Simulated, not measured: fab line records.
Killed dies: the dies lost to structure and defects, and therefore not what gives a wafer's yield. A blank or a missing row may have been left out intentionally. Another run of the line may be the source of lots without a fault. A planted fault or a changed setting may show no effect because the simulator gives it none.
fab line records	flow rit-cmos
record: lots: 6	wafers: 18	last-day: 6
route steps=202 shown PSD@144 SDANNEAL@153 NSD@158 PLDD@159 NLDD@160 M1@202
lots with no fault: from the same line, run without faults
start-h: start of the lot's first displayed wafer, in hours after the record's first day	wait-h: time in hours since the lot's previous step	" same as the row above	L1.1+2: a single row standing in for several wafers	- either no value or no given start	* or withheld: withheld	< > ~ a bound
route shown NAME@n: a module of which the file shows steps, and the number in the route of the first	usual: mean and standard deviation over wafers with no fault	same: alike in all rows	chamber/n: place in a boat	sites: readings site by site	_std_site: how widely they spread, as a standard deviation	_edge_site: the outer-site mean with the inner-site mean subtracted	radius-mm: for every site, how far away it sits from the centre of the wafer	mask NAME#n: copy n	behind: the last tool/chamber to shape the wafer	hold: the reason the lot was held/the length of the hold in hours/how it ended	device: names the non-switching transistor (n, p or np)	end of line: tests run on the same wafers once the route is complete	for a step that has no rows: nothing shown but its recipe	killed: count of dies lost to structure and defects at first sort (not the wafer's yield)	map: a wafer's dies, marking killed ones x, the rest . and places with no die _
set.NAME: the run value of the setting; set.NAME@STEP: its run value at that earlier step	model.NAME: the simulator's own value behind a step, which no gauge read
lots at some steps of the route; a table a step, a row a wafer
services: a tool's chamber out of use, with start hour (start-h, from the record's first day; less than 0 if before it), hours out, and reason
== steps ==
step: RIT_PSD_SOFTBAKE_02
recipe: resist: NOVOLAK	temp-c: 90	time-s: 60
step: RIT_PSD_EXPOSE_03
recipe: mask-id: M10	na: 0.57	target-cd-nm: 40900	dose-mj: 250
step: RIT_PSD_PEB_04
recipe: resist: NOVOLAK	temp-c: withheld	time-s: withheld
step: RIT_PSD_DEVELOP_05
recipe: resist: NOVOLAK	develop-time-s: 50	dev-temp-c: 23
step: RIT_PSD_OVL_MEAS_06
usual: PSD_OVL: 0.2/1.5
lot.wafer	tool	chamber	start-h	wait-h	PSD_OVL[nm]
L289.1	overlay-02	-	57.45	-	-4.0
L289.4	"	-	"	"	-3.7
L289.5	"	-	"	"	-3.6
L290.1	overlay-02	-	62.87	-	0.2
L290.4	"	-	"	"	-1.1
L290.5	"	-	"	"	-0.7
L297.1	overlay-01	-	100.28	-	0.2
L297.2	"	-	"	"	-0.4
L297.5	"	-	"	"	0.8
L298.1	overlay-02	-	105.60	-	1.3
L298.2	"	-	"	"	-0.2
L298.4	"	-	"	"	0.9
L299.1	overlay-01	-	110.95	-	0.0
L299.4	"	-	"	"	0.2
L299.5	"	-	"	"	-0.7
L305.1	overlay-01	-	146.83	-	3.0
L305.3	"	-	"	"	1.8
L305.6	"	-	"	"	1.5
step: RIT_PSD_HARDBAKE_07
recipe: resist: NOVOLAK	temp-c: 140	time-s: 60
step: RIT_PSD_IMPLANT_08
recipe: species: BF2	energy-kev: 27	dose-cm2: 5e+15	tilt-deg: 7
step: RIT_PSD_STRIP_09
recipe: chemistry: O2	time-s: 180	resist: NOVOLAK	platen-temp-c: withheld	power-w: 500	pressure-mtorr: 4000	o2-flow-sccm: 4000
usual: drypump-motor-current-A: 5.7/0.41
same: time-s: 180
lot.wafer	tool	chamber	start-h	wait-h	drypump-motor-current-A	rf-hours-counter-h
L289.1	plasma-asher-04	1	57.90	0.1	5.9	45
L289.4	"	1	"	"	5.9	-
L289.5	"	1	"	"	5.9	-
L290.1	plasma-asher-03	0	63.23	0.1	5.7	27
L290.4	"	0	"	"	5.8	-
L290.5	"	0	"	"	5.7	-
L297.1	plasma-asher-02	1	100.62	0.1	5.9	48
L297.2	"	0	"	"	6.5	48
L297.5	"	0	"	"	6.5	-
L298.1	plasma-asher-02	0	105.94	0.1	6.5	48
L298.2	"	1	"	"	5.9	48
L298.4	"	1	"	"	5.9	-
L299.1	plasma-asher-04	0	111.29	0.1	5.3	51
L299.4	"	1	"	"	5.9	-
L299.5	"	1	"	"	5.9	-
L305.1	plasma-asher-04	0	147.18	0.1	5.3	54
L305.3	"	0	"	"	5.3	-
L305.6	"	1	"	"	5.9	-
step: RIT_PSD_TW_MEAS_10
usual: PSD_TW: 3440/36
lot.wafer	tool	chamber	start-h	wait-h	PSD_TW
L289.1	film-metro-04	-	58.07	0.1	3398
L289.4	"	-	"	"	3412
L289.5	"	-	"	"	3393
L290.1	film-metro-04	-	63.41	0.1	3412
L290.4	"	-	"	"	3408
L290.5	"	-	"	"	3417
L297.1	film-metro-03	-	100.79	0.1	3488
L297.2	"	-	"	"	3489
L297.5	"	-	"	"	3486
L298.1	film-metro-03	-	106.11	0.1	3492
L298.2	"	-	"	"	3497
L298.4	"	-	"	"	3491
L299.1	film-metro-03	-	111.46	0.1	3478
L299.4	"	-	"	"	3478
L299.5	"	-	"	"	3465
L305.1	film-metro-01	-	147.36	0.1	3396
L305.3	"	-	"	"	3411
L305.6	"	-	"	"	3415
step: RIT_SDANNEAL_CLEAN_00
recipe: chemistry: SC1	mix: 3:3:50	time-s: 600	temp-c: 75
step: RIT_SDANNEAL_CLEAN_01
recipe: chemistry: dHF	dilution: 50:1	time-s: 30
step: RIT_SDANNEAL_CLEAN_02
recipe: chemistry: SC2	mix: 3:3:50	time-s: 600	temp-c: 75	dry: n2-spin
step: RIT_SDANNEAL_RTA_03
recipe: temp-c: 1050	time-s: 5	idle-temp-c: 600	ramp-up-c-per-s: 342	ramp-down-c-per-s: 171	cool-to-c: 600	ambient: N2
usual: chamber-o2-ppm: 2.003/0.021	wafer_temp_C_max: 1053.5/1.2
same: time-s: 5
lot.wafer	tool	chamber	start-h	wait-h	chamber-o2-ppm	wafer_temp_C_max
L289.1	rtp-anneal-02	0	58.50	0.0	1.975	1055.0
L289.4	"	0	"	"	1.979	1052.3
L289.5	"	0	"	"	1.987	1052.6
L290.1	rtp-anneal-01	0	63.84	0.0	2.008	1052.3
L290.4	"	0	"	"	1.978	1051.7
L290.5	"	0	"	"	1.986	1054.6
L297.1	rtp-anneal-02	0	101.24	0.0	2.010	1047.8
L297.2	"	0	"	"	2.032	1045.7
L297.5	"	0	"	"	2.012	1044.8
L298.1	rtp-anneal-01	0	106.54	0.0	2.015	1054.0
L298.2	"	0	"	"	1.970	1052.3
L298.4	"	0	"	"	1.940	1054.8
L299.1	rtp-anneal-02	0	111.89	0.0	1.992	1043.4
L299.4	"	0	"	"	2.020	1047.4
L299.5	"	0	"	"	2.001	1044.6
L305.1	rtp-anneal-01	0	147.78	0.0	2.039	1052.7
L305.3	"	0	"	"	2.000	1052.9
L305.6	"	0	"	"	1.974	1053.0
step: RIT_SDANNEAL_RS_MEAS_04
recipe: thk-meas-gauge: four-point-probe
usual: PSD_RS: 115.97/0.28
lot.wafer	tool	chamber	start-h	wait-h	PSD_RS[ohm/sq]
L289.1	film-metro-03	-	58.56	0.0	115.68
L289.4	"	-	"	"	115.63
L289.5	"	-	"	"	115.92
L290.1	film-metro-03	-	63.90	0.0	115.97
L290.4	"	-	"	"	116.09
L290.5	"	-	"	"	116.18
L297.1	film-metro-04	-	101.29	0.0	121.70
L297.2	"	-	"	"	121.52
L297.5	"	-	"	"	121.40
L298.1	film-metro-04	-	106.60	0.0	115.93
L298.2	"	-	"	"	116.19
L298.4	"	-	"	"	116.52
L299.1	film-metro-01	-	111.95	0.0	121.51
L299.4	"	-	"	"	121.52
L299.5	"	-	"	"	121.94
L305.1	film-metro-01	-	147.84	0.0	116.06
L305.3	"	-	"	"	115.63
L305.6	"	-	"	"	116.11
step: RIT_SDANNEAL_RS_MEAS_05
recipe: thk-meas-gauge: four-point-probe
usual: NSD_RS: 84.61/0.24
lot.wafer	tool	chamber	start-h	wait-h	NSD_RS[ohm/sq]
L289.1	film-metro-03	-	58.68	0.1	84.79
L289.4	"	-	"	"	84.40
L289.5	"	-	"	"	84.78
L290.1	film-metro-03	-	64.02	0.1	84.31
L290.4	"	-	"	"	84.41
L290.5	"	-	"	"	84.48
L297.1	film-metro-04	-	101.41	0.1	85.09
L297.2	"	-	"	"	85.03
L297.5	"	-	"	"	85.01
L298.1	film-metro-04	-	106.72	0.1	84.28
L298.2	"	-	"	"	84.74
L298.4	"	-	"	"	84.47
L299.1	film-metro-01	-	112.07	0.1	85.01
L299.4	"	-	"	"	84.95
L299.5	"	-	"	"	84.70
L305.1	film-metro-01	-	147.96	0.1	84.93
L305.3	"	-	"	"	84.77
L305.6	"	-	"	"	84.89
step: RIT_SDANNEAL_RS_MEAS_06
recipe: thk-meas-gauge: four-point-probe
usual: PLDD_RS: 178.8/0.46
lot.wafer	tool	chamber	start-h	wait-h	PLDD_RS[ohm/sq]
L289.1	film-metro-03	-	58.80	0.1	179.0
L289.4	"	-	"	"	178.6
L289.5	"	-	"	"	178.9
L290.1	film-metro-03	-	64.14	0.1	179.6
L290.4	"	-	"	"	179.4
L290.5	"	-	"	"	179.8
L297.1	film-metro-04	-	101.53	0.1	183.5
L297.2	"	-	"	"	183.4
L297.5	"	-	"	"	183.1
L298.1	film-metro-04	-	106.84	0.1	178.9
L298.2	"	-	"	"	178.1
L298.4	"	-	"	"	178.9
L299.1	film-metro-01	-	112.19	0.1	183.9
L299.4	"	-	"	"	184.2
L299.5	"	-	"	"	184.1
L305.1	film-metro-01	-	148.08	0.1	178.5
L305.3	"	-	"	"	178.8
L305.6	"	-	"	"	178.8
step: RIT_SDANNEAL_RS_MEAS_07
recipe: thk-meas-gauge: four-point-probe
usual: NLDD_RS: 151.6/0.52
lot.wafer	tool	chamber	start-h	wait-h	NLDD_RS[ohm/sq]
L289.1	film-metro-03	-	58.92	0.1	151.0
L289.4	"	-	"	"	151.6
L289.5	"	-	"	"	151.3
L290.1	film-metro-03	-	64.26	0.1	150.7
L290.4	"	-	"	"	150.9
L290.5	"	-	"	"	151.0
L297.1	film-metro-04	-	101.65	0.1	151.1
L297.2	"	-	"	"	151.4
L297.5	"	-	"	"	152.1
L298.1	film-metro-04	-	106.96	0.1	152.2
L298.2	"	-	"	"	151.5
L298.4	"	-	"	"	152.2
L299.1	film-metro-01	-	112.31	0.1	151.6
L299.4	"	-	"	"	152.1
L299.5	"	-	"	"	152.0
L305.1	film-metro-01	-	148.20	0.1	151.7
L305.3	"	-	"	"	151.5
L305.6	"	-	"	"	151.0
step: RIT_M1_PROBE_99
usual: killed-at-contacts: 0.1/0.27	killed-at-front-end: 7/3.1	killed-dies: 7/3.2	killed-open: 3.8/2.1	killed-short: 3.6/2
same: gross-dies: 264	killed_at_M0_to_M3: 0	killed_at_M4_up: 0	killed-at-back-side: 0	killed-at-other: 0
lot.wafer	tool	chamber	start-h	wait-h	killed-at-contacts	killed-at-front-end	killed-dies	killed-open	killed-short	model.etest.pmos-turned.r-on-ohm-um	model.etest.pmos-turned.drive-ua-um	model.etest.contact-pplus.end-ohm-um	model.etest.contact-nplus.end-ohm-um	model.etest.pmos_0p15.off-log10-a-um	model.etest.nmos_0p15.junction-log10-a-um	model.etest.vpnp.gain	model.etest.diode-pplus-comb.cj-ff-um2
L289.1	prober-02	-	66.02	0.1	0	8	8	4	4	3580	175.9	44.35	41.12	-10.58	-13.62	0.9953	2.038
L289.4	prober-02	-	66.17	0.2	0	12	12	6	6	3621	179.2	45.82	41.06	-10.54	-13.51	1.036	2.024
L289.5	prober-02	-	66.22	0.2	0	4	4	4	0	3515	182.3	44.84	43.03	-10.34	-13.5	1.019	2.027
L290.1	prober-01	-	71.35	0.1	0	5	5	3	2	3338	196.6	42.95	39.6	-10.26	-13.39	1.061	1.987
L290.4	prober-01	-	71.50	0.2	0	9	9	4	5	3410	195.7	43.65	41.51	-10.45	-13.41	1.072	1.972
L290.5	prober-01	-	71.55	0.2	0	6	6	2	4	3306	199.6	43.17	41.96	-10.31	-13.39	1.063	1.979
L297.1	prober-02	-	108.65	0.1	0	9	9	3	6	3637	177.3	46.36	40.93	-10.85	-13.24	0.9852	1.931
L297.2	prober-02	-	108.70	0.1	0	6	6	3	3	3545	183.8	47.07	41.2	-10.72	-13.36	0.9484	1.933
L297.5	prober-02	-	108.85	0.2	0	11	11	4	7	3508	184.6	47.38	40.21	-10.84	-13.4	0.9697	1.934
L298.1	prober-01	-	114.08	0.1	1	9	10	7	3	3441	192.7	42.96	41	-10.52	-13.5	1.105	1.952
L298.2	prober-01	-	114.13	0.1	0	5	5	4	1	3466	187.6	43.4	41.89	-10.68	-13.55	1.09	1.947
L298.4	prober-01	-	114.23	0.2	0	6	6	3	3	3640	174.2	42.58	38.97	-10.81	-13.54	1.082	1.952
L299.1	prober-02	-	119.58	0.1	0	4	4	2	2	3603	175.8	47.49	42.75	-10.84	-12.9	0.9358	1.949
L299.4	prober-02	-	119.73	0.2	0	3	3	3	0	3612	176.3	47.12	41.74	-10.85	-13.11	0.9819	1.943
L299.5	prober-02	-	119.78	0.2	0	3	3	1	2	3594	177.7	46.7	41.14	-10.73	-13.27	0.9511	1.95
L305.1	prober-01	-	155.08	0.1	0	10	10	4	6	3535	178.9	43.08	44.87	-10.53	-13.38	1.039	1.995
L305.3	prober-01	-	155.18	0.2	0	4	4	2	2	3612	177.4	43.52	43.53	-10.61	-13.67	1.069	1.996
L305.6	prober-01	-	155.33	0.2	0	8	8	2	6	3536	183.3	43.78	43.8	-10.45	-13.21	1.067	2
killed by level:class
L289.1 GATE:geometric-particle:short=2 GATE:geometric-particle:open=2 FOX1:geometric-particle:open=1 FOX1:geometric-particle:short=1 FOX2:geometric-particle:open=1 REOX:geometric-particle:short=1
L289.4 GATE:geometric-particle:short=4 GATE:geometric-particle:open=3 REOX:geometric-particle:open=2 SILICIDE:geometric-particle:short=2 FOX2:geometric-particle:open=1
L289.5 REOX:geometric-particle:open=3 SILICIDE:geometric-particle:open=1
L290.1 GATE:geometric-particle:open=2 FOX2:geometric-particle:short=1 REOX:geometric-particle:short=1 REOX:geometric-particle:open=1
L290.4 GATE:geometric-particle:short=3 FOX1:geometric-particle:open=2 FOX1:geometric-particle:short=1 GATE:geometric-particle:open=1 REOX:geometric-particle:short=1 SILICIDE:geometric-particle:open=1
L290.5 GATE:geometric-particle:short=3 GATE:geometric-particle:open=1 SPACER:geometric-particle:open=1 SILICIDE:geometric-particle:short=1
L297.1 GATE:geometric-particle:short=2 GATE:geometric-particle:open=2 FOX2:geometric-particle:short=1 REOX:geometric-particle:short=1 SPACER:geometric-particle:short=1 SPACER:geometric-particle:open=1 SILICIDE:geometric-particle:short=1
L297.2 GATE:geometric-particle:open=2 SPACER:geometric-particle:short=2 SPACER:geometric-particle:open=1 SILICIDE:geometric-particle:short=1
L297.5 GATE:geometric-particle:short=3 SILICIDE:geometric-particle:short=3 FOX1:geometric-particle:short=1 FOX2:geometric-particle:open=1 GATE:geometric-particle:open=1 REOX:geometric-particle:open=1 SILICIDE:geometric-particle:open=1
L298.1 GATE:geometric-particle:open=2 SILICIDE:geometric-particle:open=2 FOX1:geometric-particle:short=1 FOX2:geometric-particle:open=1 GATE:geometric-particle:short=1 REOX:geometric-particle:open=1 SILICIDE:geometric-particle:short=1 CONTACT:geometric-particle:open=1
L298.2 FOX1:geometric-particle:open=2 FOX2:geometric-particle:open=1 GATE:geometric-particle:open=1 GATE:geometric-particle:short=1
L298.4 FOX2:geometric-particle:short=2 FOX2:geometric-particle:open=1 GATE:geometric-particle:open=1 GATE:geometric-particle:short=1 SPACER:geometric-particle:open=1
L299.1 GATE:geometric-particle:open=2 SPACER:geometric-particle:short=2
L299.4 GATE:geometric-particle:open=2 FOX1:geometric-particle:open=1
L299.5 GATE:geometric-particle:short=1 SPACER:geometric-particle:short=1 SILICIDE:geometric-particle:open=1
L305.1 GATE:geometric-particle:open=3 GATE:geometric-particle:short=2 SILICIDE:geometric-particle:short=2 FOX1:geometric-particle:short=1 REOX:geometric-particle:short=1 SILICIDE:geometric-particle:open=1
L305.3 SILICIDE:geometric-particle:short=2 FOX1:geometric-particle:open=1 SPACER:geometric-particle:open=1
L305.6 REOX:geometric-particle:short=3 GATE:geometric-particle:short=1 GATE:geometric-particle:open=1 REOX:geometric-particle:open=1 SPACER:geometric-particle:short=1 SILICIDE:geometric-particle:short=1
== services ==
tool	chamber	start-h	hours	kind
plasma-asher-03	-	54.35	4.3	repair
plasma-asher-02	-	108.75	9.0	pm
plasma-asher-02	0	108.75	9.0	vent-cycle
plasma-asher-02	1	108.75	9.0	vent-cycle
plasma-asher-02	0	117.75	-	clean
plasma-asher-02	1	117.75	-	clean
== key ==
first-sign: step: RIT_SDANNEAL_RTA_03	reading: wafer_temp_C_max	direction: down	sigmas: 6.6	usual: *	struck: *
effect: step: RIT_SDANNEAL_RS_MEAS_04	reading: PSD_RS	direction: up	sigmas: 20	usual: 115.97	struck: 121.60
effect: step: RIT_SDANNEAL_RS_MEAS_05	reading: NSD_RS	direction: up	sigmas: 1.5	usual: 84.61	struck: 84.97
effect: step: RIT_SDANNEAL_RS_MEAS_06	reading: PLDD_RS	direction: up	sigmas: 11	usual: 178.8	struck: 183.7
model-effect: step: RIT_M1_PROBE_99	value: etest.pmos-turned.r-on-ohm-um	without: 3396	struck: 3583
met-at RIT_SDANNEAL_RTA_03
struck-wafers L297.1,L297.2,L297.5,L299.1,L299.4,L299.5
tester-left-out L297,L299
onset-between 58.50 101.24
fault: kind: process-parameter-drift	tool: rtp-anneal-02	chamber: -	onset-h: 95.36	steps: RIT_SDANNEAL_RTA_03	channel: temp-c	offset: *	shape: step	end-h: 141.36	acts-in: *	stated: *
tester-left-out: of these lots the tester's yield and bins aren't shown, on N5 and GAA mostly nor the transistor test; their killed dies are dies lost to structure and defects alone, not to doping, threshold or leakage, so they don't give the yield
